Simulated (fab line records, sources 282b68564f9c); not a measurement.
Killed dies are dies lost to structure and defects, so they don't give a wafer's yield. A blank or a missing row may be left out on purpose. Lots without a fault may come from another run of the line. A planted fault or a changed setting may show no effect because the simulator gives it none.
A struck lot beside a sound one | flow rit_cmos | 16 steps out of a route of 202
Sound: wafers L960.1, L960.3, L960.6. Struck: wafers L967.1, L967.3, L967.4. The cause comes at the end.
At each step with rows: each side's tool, then ch and its chambers, then its first start. Under that, the readings that differ: sound wafers | struck wafers | difference of the means | sigmas: that difference in standard deviations of wafers without a fault.
alike: readings whose means differ by less than 2 such deviations, and words and numbers that are the same on both sides. not compared: withheld readings, readings that some wafer has no value for, bounds like >300 that may hide the same value, and numbers for which the record gives no deviation and whose values overlap.
The two part at a step that has a row with sigmas, a row that says differs or no value, or rows on one side only. Numbers that don't overlap but have no deviation are shown without sigmas and don't part them. A reading that every wafer of one side lacks parts them only if that side has two wafers or more.

RIT_PWELL_TW_MEAS_10:
  sound on film_metro-01, day 2 00:07; struck on film_metro-04, day 3 11:53
  alike: PWELL_TW
then, 1 step without rows for these wafers: RIT_WELLDRIVE_ANNEAL_00 (time 14700 s).
RIT_WELLDRIVE_RS_MEAS_01: measures by four-point-probe.
  sound on film_metro-04, day 2 05:16; struck on film_metro-01, day 3 18:38
  alike: NWELL_RS
RIT_WELLDRIVE_RS_MEAS_02: measures by four-point-probe.
  sound on film_metro-04, day 2 05:23; struck on film_metro-01, day 3 18:45
  alike: PWELL_RS
then, 6 steps without rows for these wafers: RIT_NRETRO_HMDS_00 (prime time 60 s); RIT_NRETRO_COAT_01 (resist thk 1300 nm); RIT_NRETRO_SOFTBAKE_02 (time 60 s); RIT_NRETRO_EXPOSE_03 (exposes mask M4, target cd 43900 nm); RIT_NRETRO_PEB_04; RIT_NRETRO_DEVELOP_05 (develop time 68 s).
RIT_NRETRO_OVL_MEAS_06:
  sound on overlay-01, day 2 06:30; struck on overlay-02, day 3 19:45
  alike: NRETRO_OVL
then, 1 step without rows for these wafers: RIT_NRETRO_HARDBAKE_07 (time 120 s).
RIT_NRETRO_IMPLANT_08:
  sound on implanter-02 ch 0, day 2 07:00; struck on implanter-01 ch 0, day 3 20:02
  reading                   | sound                | struck               | difference | sigmas
  beam_energy_keV           | 69.993 70.002 69.996 | 94.498 94.517 94.502 | +24.509    | +99 or more
  model.implant.rp_nm (nm)  | 85.02 85.02 85.02    | 121.8 121.8 121.8    | +36.8      |
  model.implant.drp_nm (nm) | 33.94 33.94 33.94    | 43.45 43.45 43.45    | +9.51      |
  alike: faraday_current_uA
RIT_NRETRO_STRIP_09: strips in O2, time 180 s.
  sound on plasma_asher-01 ch 0,1, day 2 07:09; struck on plasma_asher-01 ch 0,1, day 3 20:11
  alike: drypump_motor_current_A
  not compared: rf_hours_counter_h
RIT_NRETRO_TW_MEAS_10:
  sound on film_metro-01, day 2 07:20; struck on film_metro-02, day 3 20:35
  reading   | sound          | struck         | difference | sigmas
  NRETRO_TW | 1057 1050 1059 | 1129 1131 1133 | +76        | +18
  not compared: hold
RIT_M1_PROBE_99:
  the record has rows for the struck wafers here (prober-01, day 5 09:31) and none for the sound ones

WHERE THEY PART
First at RIT_NRETRO_IMPLANT_08; last, within this record, at RIT_M1_PROBE_99.

WHY: what the simulator had put in
Process parameter drift: implanter-01, from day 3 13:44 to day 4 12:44, at RIT_NRETRO_IMPLANT_08. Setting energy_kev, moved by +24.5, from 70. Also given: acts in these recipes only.
